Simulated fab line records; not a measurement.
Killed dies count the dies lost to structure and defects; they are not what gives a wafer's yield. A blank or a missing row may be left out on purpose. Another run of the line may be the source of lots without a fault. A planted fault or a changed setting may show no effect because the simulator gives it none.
Check of tool commonality    flow berkeley cmos170    42 wafers sampled across 14 lots

REASON FOR OPENING
At UCB170_NWELL_TW_MEAS_16 the reading NWELL_TW is flagged on 2 of 14 lots. Fault-free wafers read 1234, with a standard deviation of 10.
Rule: flag the lot when none of its wafers has a number, or when each of its wafers that has one lies beyond 4 standard deviations from that mean. As for the other lots, they are considered sound.

lot   measured     on             NWELL_TW, wafer by wafer  flag
L803  day 2 16:19  film metro-01  1242 1249 1242            
L804  day 2 17:02  film metro-04  1224 1224 1225            
L806  day 3 00:01  film metro-02  1236 1231 1235            
L805  day 3 00:19  film metro-02  1227 1229 1231            
L807  day 3 15:11  film metro-02  1234 1228 1223            
L808  day 3 15:34  film metro-04  1219 1217 1222            
L809  day 4 01:20  film metro-01  1240 1238 1242            
L810  day 4 01:38  film metro-02  1240 1229 1233            
L811  day 4 09:41  film metro-02  1286 1281 1290            FLAGGED
L815  day 4 21:52  film metro-01  1296 1289 1286            FLAGGED
L820  day 6 02:41  film metro-02  1236 1234 1237            
L822  day 6 16:08  film metro-01  1254 1252 1249            
L824  day 6 21:36  film metro-04  1232 1226 1228            
L825  day 7 02:39  film metro-02  1236 1237 1231            
The numbers of the flagged lots are 1288 on average: +54 against the usual, or +5 standard deviations.

WHICH TOOL RAN EACH LOT
The record holds 1 process step before the reading, out of a route of 331 steps. Read each cell as the tool, then ch plus the chambers that the sampled wafers visited, then the start.
lot   flag     UCB170_NWELL_IMPLANT_14
L803           implanter-01 ch 0, day 2 16:05
L804           implanter-03 ch 0, day 2 16:47
L806           implanter-03 ch 0, day 2 23:47
L805           implanter-02 ch 0, day 3 00:05
L807           implanter-02 ch 0, day 3 14:56
L808           implanter-01 ch 0, day 3 15:21
L809           implanter-02 ch 0, day 4 01:07
L810           implanter-03 ch 0, day 4 01:26
L811  FLAGGED  implanter-02 ch 0, day 4 09:27
L815  FLAGGED  implanter-02 ch 0, day 4 21:37
L820           implanter-03 ch 0, day 6 02:26
L822           implanter-01 ch 0, day 6 15:55
L824           implanter-03 ch 0, day 6 21:21
L825           implanter-01 ch 0, day 7 02:24
What the steps here do:
- UCB170_NWELL_IMPLANT_14
- UCB170_NWELL_TW_MEAS_16

FLAGGED OVER TOTAL, TOOL BY TOOL (the gauges that took the reading come last)
step                     tool           lots run  flagged  share of the flagged lots  sound lots run after its first flagged lot
UCB170_NWELL_IMPLANT_14  implanter-01   4         0        none                       -
UCB170_NWELL_IMPLANT_14  implanter-02   5         2        all                        0
UCB170_NWELL_IMPLANT_14  implanter-03   5         0        none                       -
UCB170_NWELL_TW_MEAS_16  film metro-01  4         1        some                       1 (L822)
UCB170_NWELL_TW_MEAS_16  film metro-02  7         1        some                       2 (L820,L825)
UCB170_NWELL_TW_MEAS_16  film metro-04  3         0        none                       -

WHAT THE TABLE ALLOWS
In the table, 1 row covers all flagged lots: implanter-02 at UCB170_NWELL_IMPLANT_14.
- implanter-02 at UCB170_NWELL_IMPLANT_14 ran 5 lots, 2 of them flagged. Last sound lot L809 at day 4 01:07, first flagged lot L811 at day 4 09:27; a fault beginning in between fits. Its own readings lie more than 4 standard deviations out on every wafer of the flagged lots: beam energy keV.
One tool is left: implanter-02 at UCB170_NWELL_IMPLANT_14.

WHAT WAS PUT IN BY THE SIMULATOR
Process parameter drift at UCB170_NWELL_IMPLANT_14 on implanter-02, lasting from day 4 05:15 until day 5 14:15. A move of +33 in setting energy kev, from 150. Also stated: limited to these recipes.
Shown lots that were struck: L811, L815. The rule above found the same.
